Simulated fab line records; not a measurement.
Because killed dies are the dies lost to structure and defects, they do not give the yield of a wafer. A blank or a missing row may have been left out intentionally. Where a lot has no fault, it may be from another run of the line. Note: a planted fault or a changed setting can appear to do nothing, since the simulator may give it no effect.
fab line records	flow ritCmos
[record] lots = 6	wafers = 18	lastDay = 7
route steps=202 shown ACTIVE@13 FOX1@20 FOX2@23 NWELL@28 PWELL@39 WELLDRIVE@50 NRETRO@53 SILICIDE@161 M1@202
lots that met no fault: taken from a fault-free run of the same line
startH: start of the lot's first displayed wafer, in hours after the record's first day	waitH: time in hours since the lot's previous step	" same as the row above	L1.1+2: a single row standing in for several wafers	- either no value or no given start	* or withheld: withheld	< > ~ a bound
route shown NAME@n: names a module that has steps shown in the file, with the first one's number in the route	usual: the fault-free wafers' mean and standard deviation	same: alike in all rows	chamber/n: place in a boat	sites: readings site by site	_std_site: standard deviation of those values	_edge_site: mean of outer sites minus mean of inner sites	radiusMm: how far each site lies from the wafer's centre	mask NAME#n: copy n	behind: tool/chamber where the wafer was last shaped	hold: why the lot was held/for how many hours/how that ended	device: which transistor (n, p or np) failed to switch	end of line: the route-end tests of the same wafers	for a step that has no rows: nothing shown but its recipe	killed: the dies lost at the first sort to structure and to defects; this is not the yield of the wafer	map: per-die view of a wafer (x killed, . not killed, _ where there is no die)
set.NAME: the setting as run; set.NAME@STEP: as run at that earlier step	model.NAME: the simulator's own value behind a step, which no gauge read
lots seen at some steps along the route; tables by step, rows by wafer
services: when a tool's chamber went out of use (startH, in hours from the record's first day, below 0 if earlier), for how many hours, and the reason
[[steps]]
[step RIT_ACTIVE_HARDBAKE_12]
[recipe] resist = NOVOLAK	tempC = 140.9	timeS = 60
[step RIT_ACTIVE_ETCH_13]
[recipe] stopOn = SiO2	chemistry = SF6	target = Si3N4	timeS = 210	overEtchFrac = 0.4	SF6_flow_sccm = 200	pressureMtorr = 260	rfW = 125	targetDepthA = 2100
[usual] drypumpMotorCurrentA = 5.9/0.46	oesProductAu = 0.821/0.014	throttleValvePct = 7.52/0.11
[same] overEtchFrac = 0.4
lot.wafer	tool	chamber	startH	waitH	drypumpMotorCurrentA	oesProductAu	rfHoursCounterH	throttleValvePct
L795.1	rieDiel-03	1	16.05	0.1	5.4	0.842	156	7.44
L795.3	"	0	"	"	5.9	0.806	132	7.62
L795.6	"	3	"	"	6.4	0.801	-	7.59
L801.1	rieDiel-03	3	46.70	0.1	6.4	0.808	30	7.59
L801.3	"	0	"	"	6.0	0.812	133	7.62
L801.4	"	2	"	"	6.4	0.810	39	7.28
L802.2	rieDiel-02	3	50.12	0.1	6.3	0.831	55	7.62
L802.3	"	0	"	"	4.9	0.821	16	7.63
L802.5	"	2	"	"	5.9	0.821	-	7.49
L811.2	rieDiel-03	3	96.04	0.1	6.4	0.815	31	7.60
L811.3	"	2	"	"	6.4	0.799	39	7.27
L811.6	"	1	"	"	5.4	0.833	-	7.44
L812.2	rieDiel-02	0	100.74	0.1	4.9	0.831	16	7.63
L812.3	"	3	"	"	6.4	0.835	56	7.63
L812.4	"	2	"	"	6.0	0.826	49	7.49
L816.1	rieDiel-02	1	121.51	0.1	6.5	0.828	115	7.35
L816.2	"	0	"	"	4.9	0.827	17	7.63
L816.6	"	2	"	"	5.9	0.828	-	7.50
[step RIT_ACTIVE_STRIP_14]
[recipe] chemistry = O2	timeS = 180	resist = NOVOLAK	platenTempC = withheld	powerW = 500	pressureMtorr = 4000	o2FlowSccm = 4000
[usual] drypumpMotorCurrentA = 5.6/0.51
lot.wafer	tool	chamber	startH	waitH	drypumpMotorCurrentA	rfHoursCounterH
L795.1	plasmaAsher-04	0	16.19	0.1	5.4	35
L795.3	"	1	"	"	6.6	-
L795.6	"	0	"	"	5.4	-
L801.1	plasmaAsher-04	0	46.83	0.1	5.4	38
L801.3	"	0	"	"	5.4	-
L801.4	"	1	"	"	6.6	-
L802.2	plasmaAsher-03	0	50.25	0.1	5.3	40
L802.3	"	1	"	"	5.5	-
L802.5	"	0	"	"	5.3	-
L811.2	plasmaAsher-03	1	96.18	0.1	5.5	45
L811.3	"	0	"	"	5.3	-
L811.6	"	0	"	"	5.3	-
L812.2	plasmaAsher-03	0	100.87	0.1	5.3	45
L812.3	"	0	"	"	5.4	-
L812.4	"	1	"	"	5.5	-
L816.1	plasmaAsher-04	0	121.65	0.1	5.4	47
L816.2	"	1	"	"	6.6	47
L816.6	"	1	"	"	6.6	-
[step RIT_ACTIVE_CD_MEAS_90]
[recipe] targetCdNm = 1400
[usual] cdNm = 1400.2/2.5
lot.wafer	tool	chamber	startH	waitH	cdNm
L795.1	cdSem-01	-	16.36	0.1	1401.7
L795.3	"	-	"	"	1402.1
L795.6	"	-	"	"	1402.6
L801.1	cdSem-02	-	47.01	0.1	1403.1
L801.3	"	-	"	"	1402.3
L801.4	"	-	"	"	1402.6
L802.2	cdSem-01	-	50.45	0.1	1398.2
L802.3	"	-	"	"	1399.5
L802.5	"	-	"	"	1400.3
L811.2	cdSem-02	-	96.37	0.1	1397.0
L811.3	"	-	"	"	1397.7
L811.6	"	-	"	"	1397.7
L812.2	cdSem-02	-	101.07	0.1	1399.4
L812.3	"	-	"	"	1401.6
L812.4	"	-	"	"	1399.2
L816.1	cdSem-01	-	121.82	0.1	1402.0
L816.2	"	-	"	"	1401.7
L816.6	"	-	"	"	1399.4
[step RIT_ACTIVE_CLEAN_15]
[recipe] chemistry = SC1	mix = 3:3:50	timeS = 600	tempC = 75
[step RIT_ACTIVE_CLEAN_16]
[recipe] chemistry = dHF	dilution = 50:1	timeS = 30
[step RIT_ACTIVE_CLEAN_17]
[recipe] chemistry = SC2	mix = 3:3:50	timeS = 600	tempC = 75	dry = n2Spin
[step RIT_FOX1_OXIDATION_00]
[recipe] tempC = 1090	ambient = H2O	targetThkA = 3507	pH2oTorr = 720	oxTimeS = 1130
[step RIT_FOX1_THK_MEAS_01]
[recipe] reads = SiO2_of_FOX1_OXIDATION_00
[usual] FOX1_OXIDE_THK = 330/7
lot.wafer	tool	chamber	startH	waitH	FOX1_OXIDE_THK[nm]
L795.1	filmMetro-03	-	18.16	0.0	331
L795.3	"	-	"	"	335
L795.6	"	-	"	"	338
L801.1	filmMetro-03	-	48.82	0.0	330
L801.3	"	-	"	"	328
L801.4	"	-	"	"	325
L802.2	filmMetro-02	-	55.37	0.0	335
L802.3	"	-	"	"	335
L802.5	"	-	"	"	333
L811.2	filmMetro-02	-	99.71	0.0	326
L811.3	"	-	"	"	331
L811.6	"	-	"	"	338
L812.2	filmMetro-03	-	103.43	0.0	331
L812.3	"	-	"	"	331
L812.4	"	-	"	"	328
L816.1	filmMetro-01	-	123.94	0.0	343
L816.2	"	-	"	"	340
L816.6	"	-	"	"	339
[step RIT_FOX1_WET_ETCH_02]
[recipe] chemistry = BOE	targetDepthNm = 350	timeS = 390	tempC = 21.5	dry = n2Spin	dilution = 10:1	target = SiO2
[step RIT_FOX2_OXIDATION_00]
[recipe] tempC = 1100	ambient = H2O	targetThkA = 3507	pH2oTorr = 720	oxTimeS = 1130
[step RIT_FOX2_THK_MEAS_01]
[recipe] reads = SiO2_of_FOX2_OXIDATION_00
[usual] FOX2_OXIDE_THK = 350/6.4
lot.wafer	tool	chamber	startH	waitH	FOX2_OXIDE_THK[nm]
L795.1	filmMetro-04	-	19.79	0.0	343
L795.3	"	-	"	"	341
L795.6	"	-	"	"	339
L801.1	filmMetro-03	-	50.74	0.0	343
L801.3	"	-	"	"	344
L801.4	"	-	"	"	341
L802.2	filmMetro-03	-	58.76	0.0	358
L802.3	"	-	"	"	352
L802.5	"	-	"	"	347
L811.2	filmMetro-01	-	101.27	0.0	349
L811.3	"	-	"	"	348
L811.6	"	-	"	"	341
L812.2	filmMetro-03	-	104.92	0.0	342
L812.3	"	-	"	"	350
L812.4	"	-	"	"	347
L816.1	filmMetro-01	-	125.43	0.0	348
L816.2	"	-	"	"	347
L816.6	"	-	"	"	354
[step RIT_FOX2_CLEAN_02]
[recipe] chemistry = dHF	dilution = 50:1	timeS = 180
[usual] runLengthS = 206.2/2.5
lot.wafer	tool	chamber	startH	waitH	runLengthS	model.SiO2_of_FOX2_OXIDATION_00.thkNm
L795.1	wetBench-04	0	19.85	0.1	205.3	326.5
L795.3	"	0	"	"	205.3	324.2
L795.6	"	0	"	"	205.3	322
L801.1	wetBench-04	1	50.80	0.1	210.6	326.3
L801.3	"	1	"	"	210.6	327.5
L801.4	"	1	"	"	210.6	324.6
L802.2	wetBench-03	1	58.81	0.0	206.0	341.3
L802.3	"	1	"	"	206.0	335.5
L802.5	"	1	"	"	206.0	330.7
L811.2	wetBench-04	1	101.32	0.0	383.1	315.7
L811.3	"	1	"	"	383.1	314.6
L811.6	"	1	"	"	383.1	307
L812.2	wetBench-04	2	104.97	0.0	386.6	308.5
L812.3	"	2	"	"	386.6	316.8
L812.4	"	2	"	"	386.6	313.7
L816.1	wetBench-02	0	125.49	0.1	205.5	330.9
L816.2	"	0	"	"	205.5	329.9
L816.6	"	0	"	"	205.5	336.8
[step RIT_FOX2_WET_ETCH_03]
[recipe] chemistry = H3PO4	target = Si3N4	targetDepthNm = 195	tempC = 165	timeS = 2700
[step RIT_FOX2_THK_MEAS_90]
[recipe] reads = SiO2_of_FOX2_OXIDATION_00
[usual] FIELD_OXIDE_LEFT_1_THK = 322/6.5
lot.wafer	tool	chamber	startH	waitH	FIELD_OXIDE_LEFT_1_THK[nm]
L795.1	filmMetro-03	-	20.66	0.0	316
L795.3	"	-	"	"	314
L795.6	"	-	"	"	311
L801.1	filmMetro-03	-	51.63	0.0	315
L801.3	"	-	"	"	317
L801.4	"	-	"	"	314
L802.2	filmMetro-01	-	59.70	0.0	331
L802.3	"	-	"	"	325
L802.5	"	-	"	"	320
L811.2	filmMetro-04	-	102.15	0.0	305
L811.3	"	-	"	"	304
L811.6	"	-	"	"	297
L812.2	filmMetro-04	-	105.80	0.0	298
L812.3	"	-	"	"	306
L812.4	"	-	"	"	303
L816.1	filmMetro-01	-	126.31	0.0	320
L816.2	"	-	"	"	319
L816.6	"	-	"	"	326
[step RIT_NWELL_HMDS_00]
[recipe] primeTimeS = 60	primeTempC = 140
[step RIT_NWELL_COAT_01]
[recipe] resist = NOVOLAK	spinRpm = 2000	resistThkNm = 1300
[step RIT_NWELL_SOFTBAKE_02]
[recipe] resist = NOVOLAK	tempC = 90	timeS = 60
[step RIT_NWELL_EXPOSE_03]
[recipe] maskId = M2	na = 0.57	targetCdNm = 43900	doseMj = 250
[step RIT_NWELL_PEB_04]
[recipe] resist = NOVOLAK	tempC = withheld	timeS = withheld
[step RIT_NWELL_DEVELOP_05]
[recipe] resist = NOVOLAK	developTimeS = 68	devTempC = 23
[step RIT_NWELL_OVL_MEAS_06]
[usual] NWELL_OVL = 1.3/1.5
lot.wafer	tool	chamber	startH	waitH	NWELL_OVL[nm]
L795.1	overlay-01	-	21.74	-	1.9
L795.3	"	-	"	"	1.2
L795.6	"	-	"	"	-0.8
L801.1	overlay-02	-	52.69	-	0.9
L801.3	"	-	"	"	0.4
L801.4	"	-	"	"	0.4
L802.2	overlay-01	-	60.77	-	1.2
L802.3	"	-	"	"	0.1
L802.5	"	-	"	"	1.8
L811.2	overlay-02	-	103.09	-	-1.3
L811.3	"	-	"	"	1.2
L811.6	"	-	"	"	-2.1
L812.2	overlay-02	-	106.73	-	0.7
L812.3	"	-	"	"	1.4
L812.4	"	-	"	"	0.4
L816.1	overlay-01	-	127.37	-	5.1
L816.2	"	-	"	"	3.2
L816.6	"	-	"	"	5.8
[step RIT_NWELL_HARDBAKE_07]
[recipe] resist = NOVOLAK	tempC = 140	timeS = 120
[step RIT_NWELL_IMPLANT_08]
[recipe] species = P	energyKev = 170	doseCm2 = 5e+13	tiltDeg = 7
[step RIT_NWELL_STRIP_09]
[recipe] chemistry = O2	timeS = 180	resist = NOVOLAK	platenTempC = withheld	powerW = 500	pressureMtorr = 4000	o2FlowSccm = 4000
[usual] drypumpMotorCurrentA = 5.4/0.45
lot.wafer	tool	chamber	startH	waitH	drypumpMotorCurrentA	rfHoursCounterH
L795.1	plasmaAsher-02	0	22.18	0.1	5.4	39
L795.3	"	0	"	"	5.4	-
L795.6	"	1	"	"	5.1	-
L801.1	plasmaAsher-02	0	53.13	0.1	5.4	43
L801.3	"	1	"	"	5.1	-
L801.4	"	0	"	"	5.4	-
L802.2	plasmaAsher-01	1	61.20	0.1	6.4	28
L802.3	"	1	"	"	6.4	-
L802.5	"	1	"	"	6.4	-
L811.2	plasmaAsher-01	0	103.52	0.1	4.9	33
L811.3	"	0	"	"	4.9	-
L811.6	"	1	"	"	6.4	-
L812.2	plasmaAsher-01	1	107.28	0.1	6.4	33
L812.3	"	0	"	"	4.9	-
L812.4	"	1	"	"	6.4	-
L816.1	plasmaAsher-03	0	127.81	0.1	5.3	1
L816.2	"	1	"	"	5.5	1
L816.6	"	0	"	"	5.3	-
[step RIT_NWELL_TW_MEAS_10]
[usual] NWELL_TW = 2119/20
lot.wafer	tool	chamber	startH	waitH	NWELL_TW
L795.1	filmMetro-02	-	22.35	0.1	2128
L795.3	"	-	"	"	2128
L795.6	"	-	"	"	2126
L801.1	filmMetro-04	-	53.30	0.1	2097
L801.3	"	-	"	"	2094
L801.4	"	-	"	"	2096
L802.2	filmMetro-02	-	61.38	0.1	2130
L802.3	"	-	"	"	2116
L802.5	"	-	"	"	2128
L811.2	filmMetro-04	-	103.70	0.1	2087
L811.3	"	-	"	"	2089
L811.6	"	-	"	"	2096
L812.2	filmMetro-02	-	107.46	0.1	2150
L812.3	"	-	"	"	2155
L812.4	"	-	"	"	2153
L816.1	filmMetro-02	-	127.98	0.1	2148
L816.2	"	-	"	"	2163
L816.6	"	-	"	"	2158
[step RIT_PWELL_HMDS_00]
[recipe] primeTimeS = 60	primeTempC = 140
[step RIT_PWELL_COAT_01]
[recipe] resist = NOVOLAK	spinRpm = 2000	resistThkNm = 1286
[step RIT_PWELL_SOFTBAKE_02]
[recipe] resist = NOVOLAK	tempC = 90	timeS = 60
[step RIT_PWELL_EXPOSE_03]
[recipe] maskId = M3	na = 0.57	targetCdNm = 43700	doseMj = 250
[step RIT_PWELL_PEB_04]
[recipe] resist = NOVOLAK	tempC = withheld	timeS = withheld
[step RIT_PWELL_DEVELOP_05]
[recipe] resist = NOVOLAK	developTimeS = 68	devTempC = 23
[step RIT_PWELL_OVL_MEAS_06]
[usual] PWELL_OVL = -0.7/1.6
lot.wafer	tool	chamber	startH	waitH	PWELL_OVL[nm]
L795.1	overlay-02	-	23.42	-	-3.4
L795.3	"	-	"	"	-2.8
L795.6	"	-	"	"	-4.0
L801.1	overlay-02	-	54.24	-	-2.4
L801.3	"	-	"	"	-2.6
L801.4	"	-	"	"	-1.6
L802.2	overlay-01	-	62.44	-	-0.3
L802.3	"	-	"	"	-2.6
L802.5	"	-	"	"	0.0
L811.2	overlay-01	-	104.64	-	0.8
L811.3	"	-	"	"	0.9
L811.6	"	-	"	"	-0.6
L812.2	overlay-01	-	108.52	-	0.5
L812.3	"	-	"	"	0.1
L812.4	"	-	"	"	1.6
L816.1	overlay-02	-	129.29	-	-4.1
L816.2	"	-	"	"	-1.4
L816.6	"	-	"	"	-2.7
[step RIT_PWELL_HARDBAKE_07]
[recipe] resist = NOVOLAK	tempC = 140	timeS = 120
[step RIT_PWELL_IMPLANT_08]
[recipe] species = B	energyKev = 170	doseCm2 = 7.089e+13	tiltDeg = 7
[step RIT_PWELL_STRIP_09]
[recipe] chemistry = O2	timeS = 180	resist = NOVOLAK	platenTempC = withheld	powerW = 500	pressureMtorr = 4000	o2FlowSccm = 4000
[usual] drypumpMotorCurrentA = 5.7/0.65
lot.wafer	tool	chamber	startH	waitH	drypumpMotorCurrentA	rfHoursCounterH
L795.1	plasmaAsher-03	0	23.85	0.1	5.3	37
L795.3	"	1	"	"	5.5	-
L795.6	"	0	"	"	5.3	-
L801.1	plasmaAsher-01	1	54.68	0.1	6.4	27
L801.3	"	0	"	"	4.9	-
L801.4	"	1	"	"	6.4	-
L802.2	plasmaAsher-01	0	63.07	0.1	4.9	28
L802.3	"	0	"	"	4.9	-
L802.5	"	1	"	"	6.4	-
L811.2	plasmaAsher-01	1	105.07	0.1	6.4	33
L811.3	"	0	"	"	4.9	-
L811.6	"	1	"	"	6.4	-
L812.2	plasmaAsher-04	1	108.95	0.1	6.6	45
L812.3	"	1	"	"	6.7	-
L812.4	"	0	"	"	5.4	-
L816.1	plasmaAsher-04	1	129.72	0.1	6.7	48
L816.2	"	0	"	"	5.4	48
L816.6	"	0	"	"	5.4	-
[step RIT_PWELL_TW_MEAS_10]
[usual] PWELL_TW = 941/8.5
lot.wafer	tool	chamber	startH	waitH	PWELL_TW
L795.1	filmMetro-04	-	24.03	0.1	932
L795.3	"	-	"	"	932
L795.6	"	-	"	"	932
L801.1	filmMetro-03	-	54.85	0.1	939
L801.3	"	-	"	"	940
L801.4	"	-	"	"	944
L802.2	filmMetro-02	-	63.26	0.1	946
L802.3	"	-	"	"	946
L802.5	"	-	"	"	947
L811.2	filmMetro-04	-	105.25	0.1	934
L811.3	"	-	"	"	935
L811.6	"	-	"	"	938
L812.2	filmMetro-03	-	109.14	0.1	935
L812.3	"	-	"	"	935
L812.4	"	-	"	"	935
L816.1	filmMetro-03	-	129.90	0.1	937
L816.2	"	-	"	"	941
L816.6	"	-	"	"	936
[step RIT_WELLDRIVE_ANNEAL_00]
[recipe] tempC = 1100	timeS = 14700	ambient = N2
[step RIT_WELLDRIVE_RS_MEAS_01]
[recipe] thkMeasGauge = four-point-probe
[usual] NWELL_RS = 275.5/0.63
lot.wafer	tool	chamber	startH	waitH	NWELL_RS[ohm/sq]
L795.1	filmMetro-04	-	29.40	0.0	275.7
L795.3	"	-	"	"	275.6
L795.6	"	-	"	"	275.7
L801.1	filmMetro-03	-	61.39	0.0	274.8
L801.3	"	-	"	"	275.2
L801.4	"	-	"	"	275.5
L802.2	filmMetro-04	-	68.41	0.0	275.9
L802.3	"	-	"	"	276.3
L802.5	"	-	"	"	275.2
L811.2	filmMetro-03	-	111.45	0.0	275.7
L811.3	"	-	"	"	275.9
L811.6	"	-	"	"	276.4
L812.2	filmMetro-02	-	114.80	0.0	274.9
L812.3	"	-	"	"	275.1
L812.4	"	-	"	"	275.2
L816.1	filmMetro-03	-	135.04	0.0	274.7
L816.2	"	-	"	"	275.4
L816.6	"	-	"	"	275.1
[step RIT_WELLDRIVE_RS_MEAS_02]
[recipe] thkMeasGauge = four-point-probe
[usual] PWELL_RS = 426.3/1.2
lot.wafer	tool	chamber	startH	waitH	PWELL_RS[ohm/sq]
L795.1	filmMetro-04	-	29.52	0.1	425.9
L795.3	"	-	"	"	427.9
L795.6	"	-	"	"	425.7
L801.1	filmMetro-03	-	61.51	0.1	424.4
L801.3	"	-	"	"	426.2
L801.4	"	-	"	"	424.6
L802.2	filmMetro-04	-	68.53	0.1	428.4
L802.3	"	-	"	"	427.8
L802.5	"	-	"	"	428.9
L811.2	filmMetro-03	-	111.57	0.1	427.5
L811.3	"	-	"	"	428.4
L811.6	"	-	"	"	428.1
L812.2	filmMetro-02	-	114.92	0.1	427.2
L812.3	"	-	"	"	427.8
L812.4	"	-	"	"	426.8
L816.1	filmMetro-03	-	135.16	0.1	426.7
L816.2	"	-	"	"	425.1
L816.6	"	-	"	"	425.8
[step RIT_NRETRO_HMDS_00]
[recipe] primeTimeS = 60	primeTempC = 140
[step RIT_NRETRO_COAT_01]
[recipe] resist = NOVOLAK	spinRpm = 2000	resistThkNm = 1300
[step RIT_FOX2_THK_MEAS_91]
[recipe] reads = SiO2_of_FOX2_OXIDATION_00
[usual] FIELD_OXIDE_LEFT_2_THK = 254/6.5
lot.wafer	tool	chamber	startH	waitH	FIELD_OXIDE_LEFT_2_THK[nm]
L795.1	filmMetro-04	-	33.29	0.0	247
L795.3	"	-	"	"	246
L795.6	"	-	"	"	243
L801.1	filmMetro-03	-	65.30	0.0	247
L801.3	"	-	"	"	248
L801.4	"	-	"	"	245
L802.2	filmMetro-01	-	72.22	0.0	264
L802.3	"	-	"	"	257
L802.5	"	-	"	"	253
L811.2	filmMetro-03	-	115.45	0.0	237
L811.3	"	-	"	"	237
L811.6	"	-	"	"	229
L812.2	filmMetro-01	-	118.67	0.0	230
L812.3	"	-	"	"	239
L812.4	"	-	"	"	235
L816.1	filmMetro-01	-	139.20	0.0	252
L816.2	"	-	"	"	251
L816.6	"	-	"	"	257
[step RIT_SILICIDE_WET_ETCH_00]
[recipe] chemistry = BOE	target = SiO2	targetDepthNm = 14	timeS = 15	dry = n2Spin	dilution = 10:1	tempC = 21.5
lot.wafer	tool	chamber	startH	waitH	model.SiO2_of_FOX2_OXIDATION_00.thkNm
L795.1	wetBench-04	3	50.61	0.1	142
L795.3	"	3	"	"	141.2
L795.6	"	3	"	"	137.3
L801.1	wetBench-01	1	88.60	0.1	142
L801.3	"	1	"	"	143.8
L801.4	"	1	"	"	138.5
L802.2	wetBench-04	3	93.31	0.1	157.6
L802.3	"	3	"	"	150.6
L802.5	"	3	"	"	146.7
L811.2	wetBench-04	3	137.65	0.1	131.7
L811.3	"	3	"	"	131.1
L811.6	"	3	"	"	124.2
L812.2	wetBench-01	0	139.45	0.1	125
L812.3	"	0	"	"	134.7
L812.4	"	0	"	"	131.4
L816.1	wetBench-04	0	156.86	0.1	146.3
L816.2	"	0	"	"	144.6
L816.6	"	0	"	"	152.9
[step RIT_M1_PROBE_99]
[usual] killed_at_M0_to_M3 = 0.0/0.2	killedAtFrontEnd = 6/3.1	killedDies = 6/3.1	killedOnRim = 1.6/1.4	killedOpen = 2.9/2	killedShort = 3.3/2
[same] grossDies = 264	killed_at_M4_up = 0	killedAtBackSide = 0	killedAtContacts = 0	killedAtOther = 0
lot.wafer	tool	chamber	startH	waitH	killed_at_M0_to_M3	killedAtFrontEnd	killedDies	killedOnRim	killedOpen	killedShort	model.etest.fieldN.vtV	model.etest.fieldPMetal.vtV
L795.1	prober-02	-	57.66	0.1	0	9	9	2	5	4	33.98	-31.55
L795.3	prober-02	-	57.76	0.2	0	2	2	0	0	2	33.62	-31.6
L795.6	prober-02	-	57.91	0.2	0	2	2	1	2	0	33.38	-31.62
L801.1	prober-02	-	95.53	0.1	0	6	6	1	3	3	33.76	-30.82
L801.3	prober-02	-	95.63	0.2	0	6	6	3	3	3	33.75	-30.91
L801.4	prober-02	-	95.68	0.2	0	5	5	0	2	3	33.46	-30.6
L802.2	prober-01	-	100.63	0.1	0	1	1	0	0	1	35.92	-30.83
L802.3	prober-01	-	100.68	0.2	0	5	5	1	2	3	35.13	-30.82
L802.5	prober-01	-	100.78	0.2	0	7	7	2	1	6	34.44	-31.73
L811.2	prober-02	-	144.48	0.1	0	3	3	0	2	1	32.64	-31.88
L811.3	prober-02	-	144.53	0.2	0	9	9	4	3	6	32.39	-32.16
L811.6	prober-02	-	144.68	0.2	0	5	5	3	3	2	31.38	-33.13
L812.2	prober-01	-	146.38	0.1	0	8	8	1	3	5	31.39	-30.06
L812.3	prober-01	-	146.43	0.2	1	7	8	3	3	5	32.56	-30.07
L812.4	prober-01	-	146.48	0.2	0	6	6	0	2	4	32.2	-30.53
L816.1	prober-01	-	163.84	0.1	0	7	7	3	1	6	34.47	-28.6
L816.2	prober-01	-	163.89	0.1	0	8	8	1	2	6	34.46	-28.6
L816.6	prober-01	-	164.09	0.2	0	4	4	1	0	4	35.31	-29.11
// killed by level:class
L795.1 FOX1:geometricParticle:short=2 SILICIDE:geometricParticle:open=2 FOX1:geometricParticle:open=1 FOX2:geometricParticle:short=1 REOX:geometricParticle:open=1 SPACER:geometricParticle:open=1 SILICIDE:geometricParticle:short=1
L795.3 GATE:geometricParticle:short=1 REOX:geometricParticle:short=1
L795.6 ACTIVE:geometricParticle:open=1 GATE:geometricParticle:open=1
L801.1 FOX1:geometricParticle:short=2 GATE:geometricParticle:open=2 GATE:geometricParticle:short=1 SPACER:geometricParticle:open=1
L801.3 REOX:geometricParticle:open=2 FOX1:geometricParticle:short=1 GATE:geometricParticle:short=1 SPACER:geometricParticle:open=1 SILICIDE:geometricParticle:short=1
L801.4 GATE:geometricParticle:open=2 SILICIDE:geometricParticle:short=2 FOX2:geometricParticle:short=1
L802.2 FOX1:geometricParticle:short=1
L802.3 FOX1:geometricParticle:short=2 FOX1:geometricParticle:open=1 GATE:geometricParticle:short=1 REOX:geometricParticle:open=1
L802.5 GATE:geometricParticle:short=3 SILICIDE:geometricParticle:short=2 FOX2:geometricParticle:short=1 SPACER:geometricParticle:open=1
L811.2 FOX1:geometricParticle:open=1 GATE:geometricParticle:short=1 SILICIDE:geometricParticle:open=1
L811.3 GATE:geometricParticle:short=2 SILICIDE:geometricParticle:short=2 FOX1:geometricParticle:open=1 FOX1:geometricParticle:short=1 REOX:geometricParticle:open=1 REOX:geometricParticle:short=1 SILICIDE:geometricParticle:open=1
L811.6 GATE:geometricParticle:open=3 GATE:geometricParticle:short=2
L812.2 GATE:geometricParticle:open=2 REOX:geometricParticle:short=2 SPACER:geometricParticle:short=2 SILICIDE:geometricParticle:open=1 SILICIDE:geometricParticle:short=1
L812.3 FOX1:geometricParticle:short=2 REOX:geometricParticle:short=2 SILICIDE:geometricParticle:open=2 SPACER:geometricParticle:open=1 M1:geometricParticle:short=1
L812.4 FOX2:geometricParticle:open=1 GATE:geometricParticle:short=1 REOX:geometricParticle:short=1 SPACER:geometricParticle:open=1 SPACER:geometricParticle:short=1 SILICIDE:geometricParticle:short=1
L816.1 SPACER:geometricParticle:short=3 FOX2:geometricParticle:short=1 GATE:geometricParticle:short=1 GATE:geometricParticle:open=1 REOX:geometricParticle:short=1
L816.2 GATE:geometricParticle:short=4 GATE:geometricParticle:open=2 SILICIDE:geometricParticle:short=2
L816.6 REOX:geometricParticle:short=2 GATE:geometricParticle:short=1 SILICIDE:geometricParticle:short=1
[[services]]
tool	chamber	startH	hours	kind
rieDiel-03	2	13.56	6.8	repair
wetBench-03	-	17.38	20.0	repair
rieDiel-03	-	17.95	2.8	pm
plasmaAsher-04	-	21.83	2.8	pm
rieDiel-02	0	51.74	13.6	repair
plasmaAsher-02	-	71.80	14.6	pm
wetBench-03	-	78.89	1.9	pm
plasmaAsher-03	-	88.64	1.2	repair
rieDiel-03	1	107.85	-	clean
rieDiel-03	1	107.85	16.0	scheduledDown
rieDiel-03	1	107.85	16.0	ventCycle
plasmaAsher-03	-	108.75	9.0	pm
plasmaAsher-03	0	108.75	9.0	ventCycle
plasmaAsher-03	1	108.75	9.0	ventCycle
plasmaAsher-03	0	117.75	-	clean
plasmaAsher-03	1	117.75	-	clean
rieDiel-03	2	150.53	4.3	repair
[[key]]
[firstSign] step = RIT_FOX2_CLEAN_02	reading = runLengthS	direction = up	sigmas = 70	usual = *	struck = *
[effect] step = RIT_FOX2_THK_MEAS_90	reading = FIELD_OXIDE_LEFT_1_THK	direction = down	sigmas = 3.1	usual = 322	struck = 302
[effect] step = RIT_FOX2_THK_MEAS_91	reading = FIELD_OXIDE_LEFT_2_THK	direction = down	sigmas = 3	usual = 254	struck = 234
[modelEffect] step = RIT_FOX2_CLEAN_02	value = SiO2_of_FOX2_OXIDATION_00.thkNm	without = 329.5	struck = 312.7
[modelEffect] step = RIT_SILICIDE_WET_ETCH_00	value = SiO2_of_FOX2_OXIDATION_00.thkNm	without = 146.5	struck = 129.7
[modelEffect] step = RIT_M1_PROBE_99	value = etest.fieldN.vtV	without = 34.38	struck = 32.09
metAt RIT_FOX2_CLEAN_02
struckWafers L811.2,L811.3,L811.6,L812.2,L812.3,L812.4
testerLeftOut L811,L812
onsetBetween 50.80 101.32
[fault] kind = processParameterDrift	tool = wetBench-04	chamber = -	onsetH = 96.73	steps = RIT_FOX2_CLEAN_02	channel = timeS	offset = *	shape = step	endH = 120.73	actsIn = *	stated = *
// testerLeftOut: of these lots the tester's yield and bins aren't shown, on N5 and GAA mostly nor the transistor test; their killed dies are dies lost to structure and defects alone, not to doping, threshold or leakage, so they don't give the yield
